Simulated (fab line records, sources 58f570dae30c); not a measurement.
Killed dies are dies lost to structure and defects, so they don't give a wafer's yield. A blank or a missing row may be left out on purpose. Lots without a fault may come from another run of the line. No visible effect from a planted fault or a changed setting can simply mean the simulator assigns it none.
Problem report in the 8D (eight disciplines) form, filled by code :: flow berkeley-cmos170 :: the parts of the form that need people (team, actions taken, sign-off) are left out

1. THE ISSUE
prime-temp-c at UCB170_PLDD_HMDS_00 reads a mean of 98.14 C on 6 wafers of 2 lots; wafers without a fault read 100.00 C with a standard deviation of 0.12. That puts it -16 standard deviations away from the usual mean.
The step: prime time 60 s.
The first sign was on wafer L577.2 at day 8 13:28, on litho-track-04. The record has a number at this step for 42 wafers belonging to 14 lots. By rule, "out" or "out of limits" means more than 4 standard deviations away from the usual mean. The other wafers with a number count as sound.

2. WHAT IT IS, AND WHAT IT ISN'T
question: which readings at this step
is: prime-temp-c
is not: -

question: which lots
is: L577, L579
is not: L566, L567, L569, L570, L571, L572, L573, L576, L578, L586, L588, L589

question: which wafers of those lots
is: all that have a number
is not: -

question: read on which tools
is: litho-track-04
is not: litho-track-01, litho-track-02

question: when
is: from day 8 13:28
is not: up to then (24 sound wafers); but 12 sound wafers of L578, L586, L588, L589 came after

3. THE SUSPECTS, EACH WITH WHAT RULES IT OUT
Counting: a tool at a process step up to the reading stays a suspect if it ran every lot that is out and no sound lot after the first of them.
- litho-track-04 at UCB170_PLDD_HMDS_00 (prime time 60 s): kept. All lots that are out passed through it, beginning with L577 at day 8 13:28, and no sound lot followed; its final sound lot before that point was L576 at day 7 23:06. Out on those wafers are its own readings of prime-temp-c.
The count leaves litho-track-04 at UCB170_PLDD_HMDS_00.

4. THE CAUSE (what the simulator had put in)
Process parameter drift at UCB170_PLDD_HMDS_00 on litho-track-04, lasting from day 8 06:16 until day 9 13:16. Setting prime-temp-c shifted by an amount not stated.
The count eliminated every tool but this one.

5. SEQUENCE OF EFFECTS, ordered by route
Rows list readings where the struck wafers' mean (over those with a number) sits beyond 3 standard deviations from the usual. Scope: only readings with a usual standard deviation given in the record; hours: median across lots of the time from each lot's start at the first step in this table that gives one to its start at this step; sigmas: change in usual standard deviations.
hours: 0
step: UCB170_PLDD_HMDS_00
reading: prime-temp-c
usual: 100.00 C
on struck wafers: 98.14
change: -1.86
sigmas: -16
The process steps in it:
- UCB170_PLDD_HMDS_00: prime time 60 s.

6. WHAT WOULD HAVE CAUGHT IT SOONER
In this record the first reading out of limits was taken at day 8 13:28, 7 hours after the fault began at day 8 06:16.
